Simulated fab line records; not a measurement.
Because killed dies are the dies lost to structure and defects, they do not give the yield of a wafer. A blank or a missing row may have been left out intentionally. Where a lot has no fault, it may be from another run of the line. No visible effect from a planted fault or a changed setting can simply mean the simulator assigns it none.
Split-lot trial ; flow berkeley-cmos170 ; 5 lots, 23 wafers read, on a route of 331 steps

THE SPLIT ITSELF
At UCB170_PSD_IMPLANT_08, the setting energy-kev was moved away from the recipe's 20 on 9 of the 23 wafers read, by -5.5% to +4.5%. All remaining wafers had this setting at the recipe value.

FROM THE SPLIT ON TO THE READING: in between, the file shows 1 step
- UCB170_PSD_STRIP_09: strips in O2

THE READING
PSD_TW, at UCB170_PSD_TW_MEAS_10. Typical for fault-free wafers on this fab line: 2321, with standard deviation 12.

wafer;tool, chamber at the split;energy-kev as run;against the recipe;PSD_TW;against lot-mates on the recipe
L077.3;implanter-02, 0;20;recipe;2322;-
L077.4;implanter-02, 0;20;recipe;2295;-
L077.6;implanter-02, 0;20;recipe;2306;-
L074.1;implanter-01, 0;20;recipe;2322;-
L074.2;implanter-01, 0;19.61;-2.0%;2321;+0
L074.3;implanter-01, 0;19.61;-2.0%;2315;-6
L074.5;implanter-01, 0;20;recipe;2322;-
L074.6;implanter-01, 0;20;recipe;2320;-
L078.1;implanter-04, 0;20.9;+4.5%;2340;+20
L078.2;implanter-04, 0;20;recipe;2322;-
L078.3;implanter-04, 0;20;recipe;2316;-
L078.4;implanter-04, 0;20.9;+4.5%;2342;+22
L078.5;implanter-04, 0;20;recipe;2321;-
L080.1;implanter-02, 0;20;recipe;2331;-
L080.2;implanter-02, 0;18.9;-5.5%;2305;-28
L080.4;implanter-02, 0;20;recipe;2324;-
L080.5;implanter-02, 0;20;recipe;2343;-
L080.6;implanter-02, 0;18.9;-5.5%;2281;-52
L085.1;implanter-04, 0;20;recipe;2325;-
L085.2;implanter-04, 0;20;recipe;2336;-
L085.3;implanter-04, 0;19.17;-4.1%;2300;-30
L085.4;implanter-04, 0;19.17;-4.1%;2310;-20
L085.6;implanter-04, 0;19.17;-4.1%;2299;-32

THE FIT
A straight line over all 23 wafers: PSD_TW changes by +4.61 for each +1% of energy-kev; r = +0.76; the points scatter about the line by 10.
The same after taking each lot's own level away (the mean of its wafers on the recipe; 23 wafers): +6.07 for each +1%; r = +0.90; scatter 7.9.
According to that fit, moving energy-kev by its largest amount changes the reading by 33.
From 2307.7 to 2332.7: that is the span of the lots' own levels, equal to 2.1 times the standard deviation above.
So the lot-to-lot level blurs the effect unless lot-mates are compared.
Check: for one of the wafers moved furthest among these (-5.5%), held out of the fit, the line's prediction against its lot-mates is -35.5. It came out at -27.7 against them.

FURTHER SPLITS ON THESE WAFERS
Before the reading, these wafers also passed through other splits. Each is held against what the fit with the lots' levels taken away leaves over:
other split on the same wafers;wafers away from the commonest value;r with PSD_TW (lot level and that fit taken away)
UCB170_ZERO_STRIP_07 o2-flow-sccm;12;+0.30
UCB170_NWELL_IMPLANT_14 energy-kev;9;-0.26
UCB170_PWELL_COAT_08 spin-rpm;10;-0.16
UCB170_PWELL_IMPLANT_15 dose-cm2;8;+0.42
UCB170_ACTIVE_OXIDATION_02 temp-c;18;+0.13
UCB170_PVT_IMPLANT_07 energy-kev;6;-0.15
UCB170_PLDD_PEB_04 peb-temp-c;5;+0.15
UCB170_NLDD_PEB_04 peb-temp-c;12;+0.05

THE WHOLE CHAIN: every reading that the file lists as answering this split, in the file's order
step;what it does;reading;change (the file's fit);r (the file's)
UCB170_PSD_IMPLANT_08;;implant.rp-nm (the simulator's own value, which no gauge read);+0.653 nm for each +1% of the setting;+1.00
UCB170_PSD_IMPLANT_08;;implant.drp-nm (the simulator's own value, which no gauge read);+0.206 nm for each +1% of the setting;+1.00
UCB170_PSD_STRIP_09;strips in O2;strip-time-to-endpoint-s;withheld for each +1% of the setting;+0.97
UCB170_PSD_TW_MEAS_10;;PSD_TW;+6.07 for each +1% of the setting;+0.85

FILE'S OWN FIT
PSD_TW changes by +6.07 for each +1% of energy-kev, r = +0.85.
